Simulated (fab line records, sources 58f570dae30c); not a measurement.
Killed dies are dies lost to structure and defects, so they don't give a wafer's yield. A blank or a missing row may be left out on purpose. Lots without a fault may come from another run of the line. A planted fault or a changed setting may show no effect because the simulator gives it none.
Split-lot experiment | flow berkeley_cmos170 | 5 lots, 23 wafers read, on a route of 331 steps

THE SPLIT
At UCB170_NLDD_IMPLANT_08, the setting energy_kev was moved away from the recipe's 30 on 7 of the 23 wafers read, by -2.6% to +5.4%. The other wafers ran this setting at the recipe's value.

The reading is taken at the split's own step.

THE READING
implant.drp_nm (the simulator's own value, which no gauge read), in nm, at UCB170_NLDD_IMPLANT_08. The file gives no usual value for it.

wafer  | tool, chamber at the split | energy_kev as run | against the recipe | implant.drp_nm, nm | against lot-mates on the recipe
L074.1 | implanter-04, 0            | 30                | recipe             | 9.611              | -
L074.6 | implanter-04, 0            | 30                | recipe             | 9.611              | -
L074.2 | implanter-04, 0            | 31.61             | +5.4%              | 9.987              | +0.376
L074.4 | implanter-04, 0            | 31.61             | +5.4%              | 9.987              | +0.376
L074.5 | implanter-04, 0            | 31.61             | +5.4%              | 9.987              | +0.376
L075.1 | implanter-01, 0            | 29.22             | -2.6%              | 9.428              | -0.183
L075.2 | implanter-01, 0            | 29.22             | -2.6%              | 9.428              | -0.183
L075.4 | implanter-01, 0            | 30                | recipe             | 9.611              | -
L075.5 | implanter-01, 0            | 30                | recipe             | 9.611              | -
L075.6 | implanter-01, 0            | 30                | recipe             | 9.611              | -
L078.1 | implanter-04, 0            | 30                | recipe             | 9.611              | -
L078.3 | implanter-04, 0            | 30                | recipe             | 9.611              | -
L078.4 | implanter-04, 0            | 30                | recipe             | 9.611              | -
L078.5 | implanter-04, 0            | 30                | recipe             | 9.611              | -
L078.6 | implanter-04, 0            | 30                | recipe             | 9.611              | -
L079.2 | implanter-01, 0            | 30                | recipe             | 9.611              | -
L079.4 | implanter-01, 0            | 30                | recipe             | 9.611              | -
L079.5 | implanter-01, 0            | 30                | recipe             | 9.611              | -
L083.2 | implanter-02, 0            | 29.44             | -1.9%              | 9.48               | -0.131
L083.6 | implanter-02, 0            | 29.44             | -1.9%              | 9.48               | -0.131
L083.3 | implanter-02, 0            | 30                | recipe             | 9.611              | -
L083.4 | implanter-02, 0            | 30                | recipe             | 9.611              | -
L083.5 | implanter-02, 0            | 30                | recipe             | 9.611              | -

THE FIT
A straight line over all 23 wafers: implant.drp_nm changes by +0.0701 nm for each +1% of energy_kev; r = +1.00; the points scatter about the line by 0.00022 nm.
The same after taking each lot's own level away (the mean of its wafers on the recipe; 23 wafers): +0.0701 nm for each +1%; r = +1.00; scatter 0.00022 nm.
On that fit, the largest move of energy_kev shifts the reading by 0.38 nm.
The lots' own levels span 9.6110 to 9.6110 nm.
So the lot-to-lot level changes the slope little: the two slopes agree.
Check: with one of the wafers moved furthest among these (+5.4%) left out of the fit, the line predicts +0.376 nm for it against its lot-mates. It came out at +0.376 nm against them.

OTHER SPLITS ON THESE WAFERS
These wafers also went through other splits before the reading. Each is held against what the fit with the lots' levels taken away leaves over:
other split on the same wafers          | wafers away from the commonest value | r with implant.drp_nm (lot level and that fit taken away)
UCB170_ZERO_COAT_01 spin_rpm            | 10                                   | +0.24
UCB170_ZERO_DEVELOP_05 develop_time_s   | 11                                   | -0.04
UCB170_NWELL_CVD_04 sih2cl2_flow_sccm   | 18                                   | -0.01
UCB170_PWELL_OXIDATION_02 ox_time_s     | 15                                   | +0.13
UCB170_PWELL_PEB_11 peb_temp_c          | 4                                    | -0.28
UCB170_WELLDRIVE_OXIDATION_01 ox_time_s | 10                                   | -0.19
UCB170_ACTIVE_OXIDATION_02 ox_time_s    | 18                                   | +0.03
UCB170_ACTIVE_COAT_08 resist_thk_nm     | 5                                    | -0.33
UCB170_PVT_IMPLANT_07 dose_cm2          | 5                                    | +0.43
UCB170_GATE_PEB_10 peb_temp_c           | 4                                    | +0.25
UCB170_GATE_ETCH_14 source_w            | 3                                    | -0.06

THE WHOLE CHAIN: every reading that the file lists as answering this split, in the file's order
step                   | what it does | reading                                                         | change (the file's fit)                | r (the file's)
UCB170_NLDD_IMPLANT_08 |              | implant.rp_nm (the simulator's own value, which no gauge read)  | +0.159 nm for each +1% of the setting  | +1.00
UCB170_NLDD_IMPLANT_08 |              | implant.drp_nm (the simulator's own value, which no gauge read) | +0.0702 nm for each +1% of the setting | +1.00

THE FILE'S OWN FIT
implant.drp_nm changes by +0.0702 nm for each +1% of energy_kev, r = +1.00.
